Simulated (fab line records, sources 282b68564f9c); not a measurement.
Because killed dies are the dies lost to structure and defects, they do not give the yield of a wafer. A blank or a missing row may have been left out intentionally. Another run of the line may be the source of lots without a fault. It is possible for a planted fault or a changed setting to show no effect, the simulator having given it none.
2 desks, one fault :: flow rit_cmos :: every desk sees just its own numbers, and what lay behind them comes last

## AT THE TOOL OWNER'S DESK: litho_track-04
The tool's own readings at RIT_PWELL_DEVELOP_05 (develop time 68 s): means of the sampled wafers that have a number, for each lot that ran on this tool. If a lot's mean is further than 4 standard deviations from the usual mean, the lot is out of limits and carries the mark OUT (the distance appears in the brackets).
Columns: A = chill_plate_temp_C at RIT_PWELL_DEVELOP_05, usual 23.01 C; B = developer_temp_C at RIT_PWELL_DEVELOP_05, usual 22.98 C
lot: L229
first seen here: day 2 14:00
A: 23.02
B: 23.07

lot: L231
first seen here: day 3 01:00
A: 22.98
B: 22.95

lot: L234
first seen here: day 3 16:00
A: 23.00
B: 23.08

lot: L238
first seen here: day 4 11:00
A: 23.00
B: 23.90 (+9.2) OUT

lot: L240
first seen here: day 4 21:00
A: 23.15
B: 23.86 (+8.8) OUT
This desk's finding: out of limits on L238, L240; first on L238, day 4 11:00 (developer_temp_C at RIT_PWELL_DEVELOP_05). Within limits: L229, L231, L234.

## FROM THE METROLOGY DESK
What the gauges read, lot by lot, whatever tool the lot ran on: means of the sampled wafers that have a number. If a lot's mean is further than 4 standard deviations from the usual mean, the lot is out of limits and carries the mark OUT (the distance appears in the brackets).
Columns: A = NWELL_OVL at RIT_NWELL_OVL_MEAS_06, usual 0.4 nm; B = NWELL_TW at RIT_NWELL_TW_MEAS_10, usual 2148; C = cd_nm at RIT_GATE_CD_MEAS_90, usual 149.9 nm
lot: L226
first seen here: day 1 23:15
A: -0.0
B: 2146
C: 151.7

lot: L227
first seen here: day 2 07:07
A: -1.0
B: 2164
C: 150.7

lot: L228
first seen here: day 2 11:05
A: 3.9
B: 2159
C: 147.8

lot: L229
first seen here: day 2 12:33
A: 2.4
B: 2138
C: 153.0

lot: L231
first seen here: day 3 00:35
A: 0.4
B: 2158
C: 148.5

lot: L232
first seen here: day 3 05:05
A: -0.2
B: 2159
C: 149.9

lot: L234
first seen here: day 3 15:24
A: -1.5
B: 2148
C: 151.6

lot: L238
first seen here: day 4 09:41
A: 1.0
B: 2152
C: 149.2

lot: L239
first seen here: day 4 14:50
A: 1.3
B: 2139
C: 145.1

lot: L240
first seen here: day 4 19:43
A: -1.5
B: 2142
C: 148.3

lot: L244
first seen here: day 5 17:02
A: -0.0
B: 2145
C: 153.9

lot: L246
first seen here: day 6 03:04
A: -0.5
B: 2136
C: 149.1

lot: L248
first seen here: day 6 12:39
A: 0.2
B: 2140
C: 148.8

lot: L249
first seen here: day 6 17:01
A: 0.5
B: 2136
C: 152.2
This desk's verdict: no lot among the 14 shows anything out of limits.

## TAKEN TOGETHER
The tool owner's desk could have raised an alarm at day 4 11:00, on L238, L240.
Metrology desk: nothing out of limits seen.
The metrology desk holds a record of L238, L240, inside its limits.
On litho_track-04, each named lot ran RIT_PWELL_DEVELOP_05.

## WHAT THE SIMULATOR HAD INSERTED
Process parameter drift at RIT_PWELL_DEVELOP_05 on litho_track-04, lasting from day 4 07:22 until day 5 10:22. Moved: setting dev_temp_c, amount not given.
Struck lots among those shown: L238, L240.
Time in hours from fault onset to the first out-of-limits reading at each desk: the tool owner's desk, 4.
